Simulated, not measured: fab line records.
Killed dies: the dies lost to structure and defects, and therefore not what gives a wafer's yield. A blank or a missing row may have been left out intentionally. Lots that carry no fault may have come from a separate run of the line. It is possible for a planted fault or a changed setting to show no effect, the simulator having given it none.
Split-lot trial    flow berkeley cmos170    5 lots, 23 wafers read, on a route of 331 steps

== THE SPLIT ITSELF ==
At UCB170_PLDD_EXPOSE_03 (exposes mask PSELECT, target cd 1200 nm), the setting dose mj was moved away from the recipe's 30 on 7 of the 23 wafers read, by -3.0% to +7.5%. All remaining wafers had this setting at the recipe value.

== FROM THE SPLIT TO THE READING: what the file shows between them, 2 steps ==
- UCB170_PLDD_PEB_04
- UCB170_PLDD_DEVELOP_05: develop time 45 s

== THE READING ==
cd nm at UCB170_PLDD_CD_MEAS_06, given in nm (cd target 1200 nm). On this fab line, fault-free wafers typically give 1199.2 nm with a standard deviation of 1 nm.

wafer   tool, chamber at the split  dose mj as run  against the recipe  cd nm, nm  against lot-mates on the recipe
L078.1  krf scanner-01, 0           30              recipe              1199.6     -
L078.2  krf scanner-01, 0           30              recipe              1200.2     -
L078.4  krf scanner-01, 0           31.6            +5.3%               1210.6     +10.4
L078.5  krf scanner-01, 0           31.6            +5.3%               1210.0     +9.8
L078.6  krf scanner-01, 0           30              recipe              1200.7     -
L079.1  krf scanner-01, 0           30              recipe              1199.4     -
L079.3  krf scanner-01, 0           30              recipe              1198.6     -
L079.4  krf scanner-01, 0           30              recipe              1198.8     -
L083.1  krf scanner-02, 0           29.11           -3.0%               1193.2     -6.2
L083.2  krf scanner-02, 0           29.11           -3.0%               1194.9     -4.5
L083.3  krf scanner-02, 0           29.11           -3.0%               1193.5     -6.0
L083.4  krf scanner-02, 0           30              recipe              1199.7     -
L083.6  krf scanner-02, 0           30              recipe              1199.2     -
L081.1  krf scanner-02, 0           32.25           +7.5%               1213.2     +12.9
L081.2  krf scanner-02, 0           30              recipe              1200.7     -
L081.4  krf scanner-02, 0           32.25           +7.5%               1212.6     +12.3
L081.5  krf scanner-02, 0           30              recipe              1200.8     -
L081.6  krf scanner-02, 0           30              recipe              1199.3     -
L084.1  krf scanner-02, 0           30              recipe              1197.7     -
L084.2  krf scanner-02, 0           30              recipe              1199.5     -
L084.4  krf scanner-02, 0           30              recipe              1199.2     -
L084.5  krf scanner-02, 0           30              recipe              1198.0     -
L084.6  krf scanner-02, 0           30              recipe              1198.0     -

FIT RESULTS
A straight line over all 23 wafers: cd nm changes by +1.88 nm for each +1% of dose mj; r = +0.99; the points scatter about the line by 0.93 nm.
The same after taking each lot's own level away (the mean of its wafers on the recipe; 23 wafers): +1.78 nm for each +1%; r = +0.99; scatter 0.66 nm.
Per that fit: largest dose mj move, reading shift of 13 nm.
Across the lots, their own levels run from 1198.48 to 1200.27 nm, a range of 1.8 times the standard deviation given above.
Hence the lot-to-lot level has little effect on the slope; both slopes agree.
Check: for one of the wafers moved furthest among these (+7.5%), held out of the fit, the line's prediction against its lot-mates is +13.4 nm. Against them it came out at +12.9 nm.

== THE OTHER SPLITS THESE WAFERS WENT THROUGH ==
These wafers also went through other splits before the reading. Each is held against what the fit with the lots' levels taken away leaves over:
other split on the same wafers     wafers away from the commonest value  r with cd nm (lot level and that fit taken away)
UCB170_PFIELD_IMPLANT_07 dose cm2  8                                     -0.20
UCB170_FIELD_OXIDATION_01 temp c   10                                    +0.06
UCB170_NVT_COAT_01 resist thk nm   9                                     -0.22
UCB170_GATE_COAT_07 spin rpm       8                                     +0.05

== THE FILE'S OWN FIT ==
cd nm changes by +1.77 nm for each +1% of dose mj, r = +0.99.
